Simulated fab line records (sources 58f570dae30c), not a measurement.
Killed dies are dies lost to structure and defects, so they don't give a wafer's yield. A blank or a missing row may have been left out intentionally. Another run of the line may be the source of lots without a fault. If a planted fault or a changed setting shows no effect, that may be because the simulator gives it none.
A struck lot beside a sound one | flow berkeleyCmos170 | 15 steps out of a route of 331
Sound: these wafers, L470.1, L470.4, L470.6. Struck: wafers L457.3, L457.4, L457.5. The cause is given at the end.
For every step that has rows: the tool of each side, followed by ch and its chambers, followed by its first start. Under that, the readings that differ: sound wafers | struck wafers | difference of the means | sigmas: that difference in standard deviations of wafers without a fault.
alike: readings with means less than 2 such deviations apart, plus words and numbers identical on both sides. not compared: withheld readings, readings lacking a value on some wafer, bounds such as >300 that could conceal the same value, and numbers that have no deviation in the record and whose values overlap.
The two part at a step that has a row with sigmas, a row that says differs or no value, or rows on one side only. Non-overlapping numbers with no deviation appear without sigmas and do not part them. A reading missing from all wafers of one side parts the sides only when that side holds two or more wafers.

first, 1 step without rows for these wafers: UCB170_BACKSIDE_CLEAN_04 (cleans in SPM, time 600 s).
UCB170_SDANNEAL_RTA_00: time 10 s.
  sound on rtpAnneal-02 ch 0, day 11 19:04; struck on rtpAnneal-01 ch 0, day 9 06:14
reading        | sound             | struck            | difference | sigmas
annealTempCMax | 905.5 905.5 905.3 | 902.3 902.1 901.7 | -3.4       | -2
  alike: lampPowerPct, wafer_temp_C_max
UCB170_SDANNEAL_RTA_01: time 5 s.
  sound on rtpAnneal-02 ch 0, day 11 19:08; struck on rtpAnneal-01 ch 0, day 9 06:19
  alike: annealTempCMax, lampPowerPct, wafer_temp_C_max
UCB170_SDANNEAL_RS_MEAS_02: a four-point-probe measurement.
  sound on filmMetro-03 at day 11 19:12; struck on filmMetro-01 at day 9 06:23
  alike: PSD_RS
UCB170_SDANNEAL_RS_MEAS_03: a four-point-probe measurement.
  sound on filmMetro-03 at day 11 19:19; struck on filmMetro-01 at day 9 06:31
  alike: NSD_RS
UCB170_SDANNEAL_RS_MEAS_04: a four-point-probe measurement.
  sound on filmMetro-03 at day 11 19:26; struck on filmMetro-01 at day 9 06:38
  alike: PLDD_RS
UCB170_SDANNEAL_RS_MEAS_05: a four-point-probe measurement.
  sound on filmMetro-03 at day 11 19:34; struck on filmMetro-01 at day 9 06:45
  alike: NLDD_RS
then, 1 step without rows for these wafers: UCB170_SILICIDE_PRE_CLEAN_00 (preclean etch time 60 s).
UCB170_SILICIDE_SPUTTER_01: material Ti, target thk 30 nm, time 25 s.
  sound on pvdSputter-03 at day 11 19:44; struck on pvdSputter-02 at day 9 06:53
  alike: throttleValvePct
UCB170_SILICIDE_RS_MEAS_02: a four-point-probe measurement.
  sound on filmMetro-04 at day 11 19:47; struck on filmMetro-01 at day 9 06:58
  alike: SILICIDE_TI_RS
UCB170_SILICIDE_THK_MEAS_03: measures by xrf.
  sound on filmMetro-04 at day 11 19:54; struck on filmMetro-01 at day 9 07:04
  alike: SILICIDE_TI_THK
UCB170_SILICIDE_RTA_04: time 15 s.
  sound on rtpAnneal-01 ch 0, day 11 19:58; struck on rtpAnneal-02 ch 0, day 9 07:08
reading          | sound             | struck            | difference | sigmas
annealTempCMax   | 652.4 651.5 651.2 | 654.1 654.4 654.2 | +2.5       | +2
lampPowerPct (%) | 10.6 10.5 10.5    | 11.8 11.8 11.8    | +1.3       | +2
wafer_temp_C_max | 652.1 652.0 651.8 | 654.1 654.7 656.2 | +3.0       | +3
UCB170_SILICIDE_WET_ETCH_05: etches Ti in SPM, time 45 s.
  sound on wetBench-02 ch 1, day 11 20:02; struck on wetBench-01 ch 0, day 9 07:25
  no value came back on the struck wafers for bathGuardTempC (C), bathHeatDutyPct (%); on the sound wafers bathGuardTempC (C) reads 120.6 120.4 120.5
then, 1 step without rows for these wafers: UCB170_CONTACT_CLEAN_00 (cleans in SPM, time 600 s).
UCB170_M3_PROBE_99:
  only the struck wafers here have rows in the record (prober-01, day 10 07:25); the sound ones have none

WHERE THEY PART
First at UCB170_SDANNEAL_RTA_00; last, within this record, at UCB170_M3_PROBE_99.

WHY: what had been put in by the simulator
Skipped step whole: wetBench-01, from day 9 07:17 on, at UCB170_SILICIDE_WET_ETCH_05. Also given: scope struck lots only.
